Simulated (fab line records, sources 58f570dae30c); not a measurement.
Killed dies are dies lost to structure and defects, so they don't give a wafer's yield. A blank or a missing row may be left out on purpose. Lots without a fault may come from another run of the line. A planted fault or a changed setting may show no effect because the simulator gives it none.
One fault seen from 2 desks | flow berkeley_cmos170 | each desk has only its own numbers; what lay behind them comes last

THE METROLOGY DESK
What the gauges read, lot by lot, whatever tool the lot ran on: means of the sampled wafers that have a number. A lot is out of limits, marked OUT, if its mean lies more than 4 standard deviations from the usual mean; the brackets give that distance.
Columns: A = PWELL_OXIDE_THK at UCB170_PWELL_THK_MEAS_03, usual 26.4 nm; B = PFIELD_TW at UCB170_PFIELD_TW_MEAS_09, usual 600
lot  | first seen here | A    | B
L889 | day 2 13:35     | 26.0 | 594
L890 | day 2 13:35     | 26.5 | 606
L891 | day 3 00:04     | 25.8 | 600
L892 | day 3 08:22     | 26.7 | 595
L893 | day 3 16:50     | 26.3 | 600
L894 | day 3 16:51     | 25.8 | 602
L895 | day 4 00:01     | 26.1 | 602
L898 | day 4 15:05     | 27.2 | 600
L900 | day 4 23:29     | 26.5 | 598
L901 | day 5 06:26     | 27.0 | 598
L906 | day 6 12:45     | 26.4 | 601
L907 | day 6 12:46     | 26.4 | 606
L910 | day 7 04:35     | 26.8 | 603
L911 | day 7 04:35     | 26.8 | 600
L912 | day 7 16:30     | 25.8 | 602
This desk's finding: nothing out of limits on any of the 15 lots.

THE TOOL OWNER'S DESK: litho_track-04
The tool's own readings at UCB170_ACTIVE_COAT_08 (resist thk 900 nm): means of the sampled wafers that have a number, for each lot that ran on this tool. A lot is out of limits, marked OUT, if its mean lies more than 4 standard deviations from the usual mean; the brackets give that distance.
Columns: A = exhaust_pa at UCB170_ACTIVE_COAT_08, usual 45.2 Pa
lot  | first seen here | A
L889 | day 4 00:14     | 44.4
L891 | day 4 11:07     | 44.0
L892 | day 4 17:44     | 44.3
L893 | day 5 03:37     | 45.5
L895 | day 5 11:54     | 45.5
L898 | day 6 07:26     | 45.0
L900 | day 6 12:14     | 46.2
L901 | day 6 18:19     | 44.7
This desk's finding: nothing out of limits on any of the 8 lots.

PUT TOGETHER
The metrology desk saw nothing out of limits.
The tool owner's desk saw nothing out of limits.

WHAT THE SIMULATOR HAD PUT IN
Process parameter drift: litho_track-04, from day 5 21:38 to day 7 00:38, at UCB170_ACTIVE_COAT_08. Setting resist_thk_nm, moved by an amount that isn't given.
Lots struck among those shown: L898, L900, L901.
